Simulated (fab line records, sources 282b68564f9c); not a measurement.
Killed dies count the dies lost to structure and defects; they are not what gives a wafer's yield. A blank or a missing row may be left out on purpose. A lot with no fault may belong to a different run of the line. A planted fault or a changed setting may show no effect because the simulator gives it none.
Problem report, 8D (eight disciplines) form, completed by code / flow rit_cmos / the parts of the form that need people (team, actions taken, sign-off) are left out

1. PROBLEM STATEMENT
Wafers free of any fault read 250.8 nm (standard deviation 2.1) for SPACER_NITRIDE_THK at RIT_SPACER_THK_MEAS_04, against a mean of 83.0 nm on 6 wafers of 2 lots. Measured from the usual mean, that is -80 standard deviations.
The first sign was on wafer L225.3 at day 4 23:28, on film_metro-04. The record holds 42 wafers of 14 lots with a number at this step. Rule for "out", or "out of limits": more than 4 standard deviations from the usual mean. Any other wafer with a number is counted as sound.

2. WHAT IT IS, WHAT IT ISN'T
question=which readings at this step | is=SPACER_NITRIDE_THK | is not=-
question=which lots | is=L225, L232 | is not=L215, L217, L218, L219, L220, L221, L222, L231, L233, L234, L235, L238
question=which wafers of those lots | is=all that have a number | is not=-
question=read on which gauges | is=film_metro-03, film_metro-04 | is not=film_metro-01
question=when | is=from day 4 23:28 | is not=up to then (21 sound wafers); but 15 sound wafers of L231, L233, L234, L235, L238 came after

3. THE SUSPECTS, EACH WITH WHAT RULES IT OUT
Counting: a tool at a process step up to the reading stays a suspect if it ran every lot that is out and no sound lot after the first of them.
- ruled out: the gauge at RIT_SPACER_THK_MEAS_04. The wafers that are out were read on 2 gauges (film_metro-03, film_metro-04).
- lpcvd-02 at RIT_SPACER_CVD_03 (deposits Si3N4 from SiH2Cl2/NH3, target thk 250 nm, time 3300 s): kept. It processed each lot that is out, first L225 at day 4 21:32, and no sound lot thereafter; up to then, the last sound lot it processed was L221 at day 4 03:54.
The count leaves lpcvd-02 at RIT_SPACER_CVD_03.

4. THE CAUSE (what the simulator had put in)
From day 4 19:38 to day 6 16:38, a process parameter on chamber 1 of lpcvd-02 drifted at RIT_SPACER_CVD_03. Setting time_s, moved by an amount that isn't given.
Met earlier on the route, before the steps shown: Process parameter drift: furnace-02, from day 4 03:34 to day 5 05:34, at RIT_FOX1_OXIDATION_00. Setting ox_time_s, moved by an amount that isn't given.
Counting left only this tool.

5. THE CHAIN OF EFFECTS, in route order
Each row: a reading whose mean over the struck wafers that have a number lies more than 3 standard deviations from the usual. Scope: only readings with a usual standard deviation given in the record; hours: median across lots of the time from each lot's start at the first step in this table that gives one to its start at this step; sigmas: change in usual standard deviations.
hours=0; step=RIT_SPACER_THK_MEAS_04; reading=SPACER_NITRIDE_THK; usual=250.8 nm; on struck wafers=83.0; change=-167.9; sigmas=-80
hours=0; step=RIT_SPACER_ETCHBACK_05; reading=oes_product_au; usual=0.849 a.u.; on struck wafers=0.437; change=-0.412; sigmas=-34
hours=11; step=RIT_M1_BOW_MEAS_16; reading=M1_BOW; usual=17 um; on struck wafers=-4; change=-21; sigmas=-3.2
The process steps in it:
- RIT_SPACER_ETCHBACK_05: etches Si3N4 in SF6/CHF3, stops on SiO2, target depth 250 nm, time 240 s.

6. WHAT WOULD HAVE CAUGHT IT SOONER
In this record the first reading out of limits at a measuring or inspecting step was taken at day 4 23:28, 4 hours after the fault began at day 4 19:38.
Of the tool readings at RIT_SPACER_CVD_03 for which the record gives a usual standard deviation, none was out on any struck wafer, so an alarm limit of 4 standard deviations on them would not have fired.
Among the 2 lots that are out, L232 began RIT_SPACER_CVD_03 on lpcvd-02 after day 4 23:28. A hold on the tool at that time would have spared it.
